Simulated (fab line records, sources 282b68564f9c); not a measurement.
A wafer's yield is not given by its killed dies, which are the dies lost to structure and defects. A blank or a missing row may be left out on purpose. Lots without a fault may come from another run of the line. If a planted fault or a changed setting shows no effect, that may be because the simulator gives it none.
The same fault as seen by 2 desks :: flow rit cmos :: what lay behind the numbers comes last; until then each desk has only its own

== AT THE METROLOGY DESK ==
What the gauges read, lot by lot, whatever tool the lot ran on: means of the sampled wafers that have a number. Any lot whose mean is over 4 standard deviations away from the usual mean is out of limits and marked OUT; that distance is given in the brackets.
Columns: A = PSD_TW at RIT_PSD_TW_MEAS_10, usual 3401; B = NSD_RS at RIT_SDANNEAL_RS_MEAS_05, usual 84.51 ohm/sq
lot: L863
first seen here: day 5 02:34
A: 3410
B: 84.14

lot: L865
first seen here: day 5 12:22
A: 3338
B: 84.69

lot: L866
first seen here: day 5 19:09
A: 3441
B: 84.86

lot: L867
first seen here: day 6 01:02
A: 3414
B: 84.71

lot: L870
first seen here: day 6 09:21
A: 3349
B: 84.49

lot: L872
first seen here: day 6 19:52
A: 3417
B: 84.65

lot: L874
first seen here: day 7 04:31
A: 3375
B: 84.59

lot: L876
first seen here: day 7 15:50
A: 3391
B: 84.30
Result from this desk: across the 8 lots, nothing is out of limits.

== THE TOOL OWNER'S DESK: rie si-01 ==
The tool's own readings at RIT_GATE_ETCH_19 (etches poly-Si in SF6/CHF3/O2, stops on SiO2, time 165 s, target depth 312.5 nm): means of the sampled wafers that have a number, for each lot that ran on this tool. Any lot whose mean is over 4 standard deviations away from the usual mean is out of limits and marked OUT; that distance is given in the brackets.
Columns: A = drypump motor current A at RIT_GATE_ETCH_19, usual 5.4 A; B = oes product au at RIT_GATE_ETCH_19, usual 0.837 a.u.; C = rf fwd power W at RIT_GATE_ETCH_19, usual 159.3 W; D = run length s at RIT_GATE_ETCH_19, usual 193.2 s; E = throttle valve pct at RIT_GATE_ETCH_19, usual 10.21 %
lot: L863
first seen here: day 4 14:10
A: 5.2
B: 0.713 (-9.5) OUT
C: 159.3
D: 239.6 (+99 or more) OUT
E: 10.19

lot: L865
first seen here: day 4 23:12
A: 5.4
B: 0.718 (-9.2) OUT
C: 159.2
D: 239.3 (+99 or more) OUT
E: 10.20
This desk's verdict: out of limits on L863, L865, starting with L863 at day 4 14:10 (oes product au at RIT_GATE_ETCH_19). In limits: none.

== TAKEN TOGETHER ==
An alarm could have come from the tool owner's desk at day 4 14:10, on L863, L865.
From the metrology desk's view, nothing was out of limits.
The metrology desk holds a record of L863, L865, inside its limits.
Of the lots named, all ran RIT_GATE_ETCH_19 on rie si-01.

== WHAT THE SIMULATOR HAD PUT IN ==
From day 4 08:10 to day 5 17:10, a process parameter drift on rie si-01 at RIT_GATE_ETCH_19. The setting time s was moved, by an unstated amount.
Struck lots among those shown: L863, L865.
Each desk's first reading out of limits, in hours after the fault started: the tool owner's desk, 6.
